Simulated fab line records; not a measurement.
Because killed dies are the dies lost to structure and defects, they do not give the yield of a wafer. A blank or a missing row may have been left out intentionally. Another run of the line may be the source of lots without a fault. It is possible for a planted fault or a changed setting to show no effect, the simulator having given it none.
Split-lot trial ; flow rit-cmos ; 23 wafers read across 5 lots, on a route 202 steps long

## ABOUT THE SPLIT
At RIT_PWELL_IMPLANT_08, the setting dose-cm2 was moved away from the recipe's 7e+13 on 11 of the 23 wafers read, by -6.6% to +4.8%. The other wafers ran this setting at the recipe's value.

## FROM THE SPLIT TO THE READING: what the file shows between them, 2 steps
- RIT_PWELL_STRIP_09: strips in O2, time 180 s
- RIT_WELLDRIVE_ANNEAL_00: time 14700 s

## THE READING
PWELL_RS, in ohm/sq, at RIT_WELLDRIVE_RS_MEAS_02 (measures by four-point-probe). A value of 429.6 ohm/sq with a standard deviation of 1 ohm/sq is what fault-free wafers of this fab line usually give.

wafer;tool, chamber at the split;dose-cm2 as run;against the recipe;PWELL_RS, ohm/sq;against lot-mates on the recipe
L074.2;implanter-01, 0;7.187e+13;+2.7%;421.6;-7.7
L074.3;implanter-01, 0;7.187e+13;+2.7%;422.3;-7.0
L074.4;implanter-01, 0;7.187e+13;+2.7%;423.9;-5.4
L074.5;implanter-01, 0;7e+13;recipe;430.2;-
L074.6;implanter-01, 0;7e+13;recipe;428.4;-
L078.1;implanter-01, 0;7e+13;recipe;431.2;-
L078.2;implanter-01, 0;7e+13;recipe;431.4;-
L078.3;implanter-01, 0;6.624e+13;-5.4%;447.1;+15.7
L078.4;implanter-01, 0;7e+13;recipe;431.5;-
L078.6;implanter-01, 0;6.624e+13;-5.4%;446.8;+15.4
L082.1;implanter-04, 0;7e+13;recipe;429.1;-
L082.4;implanter-04, 0;7e+13;recipe;429.7;-
L082.5;implanter-04, 0;7e+13;recipe;429.8;-
L083.1;implanter-03, 0;6.541e+13;-6.6%;448.1;+19.0
L083.2;implanter-03, 0;6.541e+13;-6.6%;447.5;+18.4
L083.3;implanter-03, 0;7e+13;recipe;430.0;-
L083.4;implanter-03, 0;6.541e+13;-6.6%;447.1;+18.0
L083.5;implanter-03, 0;7e+13;recipe;428.3;-
L085.1;implanter-03, 0;7.333e+13;+4.8%;417.2;-11.8
L085.2;implanter-03, 0;7.333e+13;+4.8%;417.5;-11.4
L085.3;implanter-03, 0;7e+13;recipe;429.0;-
L085.4;implanter-03, 0;7e+13;recipe;428.9;-
L085.6;implanter-03, 0;7.333e+13;+4.8%;416.7;-12.2

THE FIT
A straight line over all 23 wafers: PWELL_RS changes by -2.79 ohm/sq for each +1% of dose-cm2; r = -0.99; the points scatter about the line by 1.1 ohm/sq.
The same after taking each lot's own level away (the mean of its wafers on the recipe; 23 wafers): -2.71 ohm/sq for each +1%; r = -1.00; scatter 0.74 ohm/sq.
According to that fit, moving dose-cm2 by its largest amount changes the reading by 18 ohm/sq.
Measured against the standard deviation above, the lots' own levels, which go from 428.95 to 431.37 ohm/sq, span 2.4 times it.
The two slopes agree, so the slope changes little with the lot-to-lot level.
Check: for one of the wafers moved furthest among these (-6.6%), held out of the fit, the line's prediction against its lot-mates is +18 ohm/sq. Against them it came out at +19 ohm/sq.

## THESE WAFERS: OTHER SPLITS
These wafers also went through other splits before the reading. Each is held against what the fit with the lots' levels taken away leaves over:
other split on the same wafers;wafers away from the commonest value;r with PWELL_RS (lot level and that fit taken away)
RIT_ACTIVE_CVD_03 sih2cl2-flow-sccm;18;-0.01
RIT_ACTIVE_DEVELOP_10 develop-time-s;7;-0.24
RIT_ACTIVE_ETCH_13 time-s;7;+0.12
RIT_FOX2_CLEAN_02 time-s;15;+0.16
RIT_NWELL_IMPLANT_08 energy-kev;4;+0.24

## THE FILE'S OWN FIT
PWELL_RS changes by -2.74 ohm/sq for each +1% of dose-cm2, r = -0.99.
